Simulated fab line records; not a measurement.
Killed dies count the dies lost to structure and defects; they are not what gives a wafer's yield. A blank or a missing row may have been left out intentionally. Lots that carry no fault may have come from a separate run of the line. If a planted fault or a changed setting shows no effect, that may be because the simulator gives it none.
Which tool did it? | flow rit cmos | Sampling: 7 lots, 21 wafers, 3 of 202 route steps

## WHAT EACH GAUGE READ, for each wafer
RIT_CONTACT_CD_MEAS_08 targets a cd of 1000 nm.
lot  | measured    | on        | cd nm (nm)
L486 | day 3 11:06 | cd sem-01 | 1002.4 1000.0 1002.8
L492 | day 4 14:23 | cd sem-02 | 999.0 1000.3 999.2
L498 | day 5 21:29 | cd sem-02 | - - -
L500 | day 6 11:20 | cd sem-01 | 999.7 998.5 999.2
L502 | day 6 17:42 | cd sem-02 | 996.6 998.0 998.9
L505 | day 7 11:59 | cd sem-02 | 999.1 999.2 999.7
L507 | day 7 17:29 | cd sem-02 | 1000.4 1000.1 999.8

## TOOL THAT RAN EACH LOT (tool first, then ch and the chambers of the sampled wafers, then the start)
lot  | RIT_SILICIDE_RTA_06             | RIT_CONTACT_COAT_03
L486 | rtp anneal-01 ch 0, day 3 09:47 | litho track-01 ch 0, day 3 10:10
L492 | rtp anneal-01 ch 0, day 4 13:14 | litho track-01 ch 0, day 4 13:35
L498 | rtp anneal-01 ch 0, day 5 20:20 | litho track-03, day 5 20:40
L500 | rtp anneal-02 ch 0, day 6 10:11 | litho track-03 ch 0, day 6 10:32
L502 | rtp anneal-01 ch 0, day 6 16:20 | litho track-03 ch 0, day 6 16:40
L505 | rtp anneal-02 ch 0, day 7 10:43 | litho track-03 ch 0, day 7 11:03
L507 | rtp anneal-02 ch 0, day 7 16:13 | litho track-03 ch 0, day 7 16:33
- RIT_SILICIDE_RTA_06: time 10 s, ramp up 5 s, ramp down 10 s.
- RIT_CONTACT_COAT_03: resist thk 1000 nm.

## THE ANSWER, worked out from the rows above alone
Rule: the lots themselves supply what counts as usual. The widest of any qualifying gaps counts: lots, ordered by their means at a reading, are off when they make up no more than a third of the lots, leave a main group of 4 or more, and stand apart from it by 3 or more times the standard deviation of that group's means. The tables above print the reading to a certain number of digits; a main group whose means all agree to those digits is not used. Also off: a lot with no number at a reading for which 4 or more lots have one. Any other lot the step has rows for is counted as sound.
Off: L498, at RIT_CONTACT_CD_MEAS_08 (cd nm). Without a number there: L498. Main group: mean 999.6 nm, sd 1.2.
If a tool, at a process step before that reading, ran all the lots that are off and no sound lot after the first of them, it fits. Those tools and the gauges at RIT_CONTACT_CD_MEAS_08 are tried in the same way. Of those tried, none fits.

## WHAT THE SIMULATOR HAD PUT IN
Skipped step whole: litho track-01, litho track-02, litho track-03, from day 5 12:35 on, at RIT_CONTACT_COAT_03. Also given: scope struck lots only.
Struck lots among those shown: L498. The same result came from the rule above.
